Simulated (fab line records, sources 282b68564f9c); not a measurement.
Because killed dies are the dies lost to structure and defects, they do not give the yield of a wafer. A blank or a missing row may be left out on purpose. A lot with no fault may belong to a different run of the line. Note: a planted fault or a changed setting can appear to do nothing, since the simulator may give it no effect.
Which of the tools did it?	flow rit-cmos	45 wafers sampled from 15 lots at 1 step of a route of 202

## WHAT THE GAUGES READ, wafer by wafer
The record lacks any reading of a measuring or inspecting step that a usual standard deviation could be used to judge.

## WHAT TOOL EACH LOT RAN ON (gives the tool, then ch and the chambers of the sampled wafers, and finally the start)
lot	RIT_PSD_EXPOSE_03
L135	iline-stepper-02 ch 0, day 3 08:06
L136	iline-stepper-01 ch 0, day 3 13:35
L137	iline-stepper-02 ch 0, day 3 17:05
L138	iline-stepper-01 ch 0, day 3 17:22
L141	iline-stepper-01 ch 0, day 4 11:38
L142	iline-stepper-02 ch 0, day 4 16:46
L143	iline-stepper-02 ch 0, day 4 21:24
L144	iline-stepper-01 ch 0, day 5 05:05
L146	iline-stepper-02 ch 0, day 5 14:12
L147	iline-stepper-02 ch 0, day 5 17:26
L148	iline-stepper-02 ch 0, day 5 20:16
L152	iline-stepper-02, day 6 15:37
L153	iline-stepper-02, day 6 23:05
L154	iline-stepper-02, day 7 05:53
L158	iline-stepper-01 ch 0, day 8 00:25
- RIT_PSD_EXPOSE_03: exposes mask M10, target cd 40900 nm.

## AS READ BY THE TOOLS THEMSELVES (means over the sampled wafers that have a number; for cases with no such wafer, the mark the record gives instead)
RIT_PSD_EXPOSE_03.
lot	tool	exposure-dose-mJ-cm2	focus-offset-nm (nm)
L135	iline-stepper-02	249.86	-0.2
L136	iline-stepper-01	249.79	0.8
L137	iline-stepper-02	250.01	-0.2
L138	iline-stepper-01	249.84	0.2
L141	iline-stepper-01	250.38	-0.3
L142	iline-stepper-02	250.15	0.1
L143	iline-stepper-02	250.33	0.7
L144	iline-stepper-01	249.82	0.0
L146	iline-stepper-02	249.85	0.4
L147	iline-stepper-02	250.24	0.4
L148	iline-stepper-02	249.82	0.4
L152	iline-stepper-02	-	-
L153	iline-stepper-02	-	-
L154	iline-stepper-02	-	-
L158	iline-stepper-01	250.00	-0.2

## THE ANSWER, worked out from the rows above alone
Rule: what is usual is taken from the lots themselves. Put in order of their means at a reading, lots are off if they are a third of the lots or fewer, leave a main group of 4 or more, and stand apart from it by a gap of 3 or more times the standard deviation of the main group's means; of several such gaps the widest counts. A main group is skipped when, at the precision printed for the reading in the tables above, its means are all equal. Also off: a lot with no number at a reading for which 4 or more lots have one. Any other lot the step has rows for is counted as sound. First the gauges in route order, then the tools' own readings, where a lot's mean is used as printed above. The first step at which some lot is off is used, and at that step the reading that is off furthest; a lot without a number counts as furthest.
Off at RIT_PSD_EXPOSE_03 (exposure-dose-mJ-cm2): L152, L153, L154. Without a number there: L152, L153, L154. The main group: mean 250.01, standard deviation 0.21.
A tool fits if, at that step or a process step before it, it ran every lot that is off, and no sound lot after the first of them. One candidate fits, namely iline-stepper-02 at RIT_PSD_EXPOSE_03. Its last sound lot is L148 (day 5 20:16), its first lot that is off L152 (day 6 15:37): a fault that began between those two fits.
Blank at RIT_PSD_EXPOSE_03 on the lots that are off, where sound lots have numbers: exposure-dose-mJ-cm2, focus-offset-nm.

## WHAT HAD BEEN PUT IN BY THE SIMULATOR
At RIT_PSD_EXPOSE_03, the step was skipped entirely on iline-stepper-02 from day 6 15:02 on. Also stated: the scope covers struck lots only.
Shown lots that were struck: L152, L153, L154. The rule above reached the same finding.
